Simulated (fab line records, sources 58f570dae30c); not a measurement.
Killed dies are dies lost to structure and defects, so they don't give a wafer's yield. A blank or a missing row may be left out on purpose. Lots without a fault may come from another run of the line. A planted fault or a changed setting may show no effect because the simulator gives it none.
Split-lot experiment | flow berkeley_cmos170 | 5 lots, 23 wafers read, on a route of 331 steps

THE SPLIT
At UCB170_NWELL_OXIDATION_01 (target thk 26.4 nm, ox time 1260 s), the setting ox_time_s was moved away from the recipe's 1260 s on 20 of the 23 wafers read, by -13.3% to +14.0%. The other wafers ran this setting at the recipe's value.

The reading is taken at the split's own step.

THE READING
SiO2_of_NWELL_OXIDATION_01.thk_nm (the simulator's own value, which no gauge read), in nm, at UCB170_NWELL_OXIDATION_01 (target thk 26.4 nm, ox time 1260 s). The file gives no usual value for it. The 3 wafers here that ran the recipe average 26.65 nm, standard deviation 0.045 nm.

wafer  | tool, chamber at the split | ox_time_s as run, s | against the recipe | SiO2_of_NWELL_OXIDATION_01.thk_nm, nm | against lot-mates on the recipe
L075.1 | -, -                       | 1314                | +4.3%              | 26.18                                 | no lot-mate on the recipe
L075.2 | -, -                       | 1314                | +4.3%              | 26.6                                  | no lot-mate on the recipe
L075.3 | -, -                       | 1314                | +4.3%              | 26.68                                 | no lot-mate on the recipe
L075.4 | -, -                       | 1314                | +4.3%              | 26.43                                 | no lot-mate on the recipe
L075.6 | -, -                       | 1314                | +4.3%              | 27                                    | no lot-mate on the recipe
L076.2 | furnace-02, 0              | 1260                | recipe             | 26.6                                  | -
L076.3 | furnace-02, 0              | 1260                | recipe             | 26.65                                 | -
L076.5 | furnace-02, 0              | 1260                | recipe             | 26.71                                 | -
L081.1 | -, -                       | 1437                | +14.0%             | 28.19                                 | no lot-mate on the recipe
L081.2 | -, -                       | 1437                | +14.0%             | 27.82                                 | no lot-mate on the recipe
L081.3 | -, -                       | 1437                | +14.0%             | 27.91                                 | no lot-mate on the recipe
L081.5 | -, -                       | 1437                | +14.0%             | 27.38                                 | no lot-mate on the recipe
L081.6 | -, -                       | 1437                | +14.0%             | 27.69                                 | no lot-mate on the recipe
L082.1 | -, -                       | 1092                | -13.3%             | 24.04                                 | no lot-mate on the recipe
L082.2 | -, -                       | 1092                | -13.3%             | 24.84                                 | no lot-mate on the recipe
L082.4 | -, -                       | 1092                | -13.3%             | 24.4                                  | no lot-mate on the recipe
L082.5 | -, -                       | 1092                | -13.3%             | 24.16                                 | no lot-mate on the recipe
L082.6 | -, -                       | 1092                | -13.3%             | 24.36                                 | no lot-mate on the recipe
L085.1 | -, -                       | 1347                | +6.9%              | 28.17                                 | no lot-mate on the recipe
L085.2 | -, -                       | 1347                | +6.9%              | 28.14                                 | no lot-mate on the recipe
L085.3 | -, -                       | 1347                | +6.9%              | 27.88                                 | no lot-mate on the recipe
L085.4 | -, -                       | 1347                | +6.9%              | 27.73                                 | no lot-mate on the recipe
L085.6 | -, -                       | 1347                | +6.9%              | 27.97                                 | no lot-mate on the recipe

THE FIT
A straight line over all 23 wafers: SiO2_of_NWELL_OXIDATION_01.thk_nm changes by +0.135 nm for each +1% of ox_time_s; r = +0.93; the points scatter about the line by 0.52 nm.
Too few moved wafers have a lot-mate on the recipe to fit a line with each lot's own level taken away.

THE FILE'S OWN FIT
SiO2_of_NWELL_OXIDATION_01.thk_nm changes by +0.134 nm for each +1% of ox_time_s, r = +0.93.
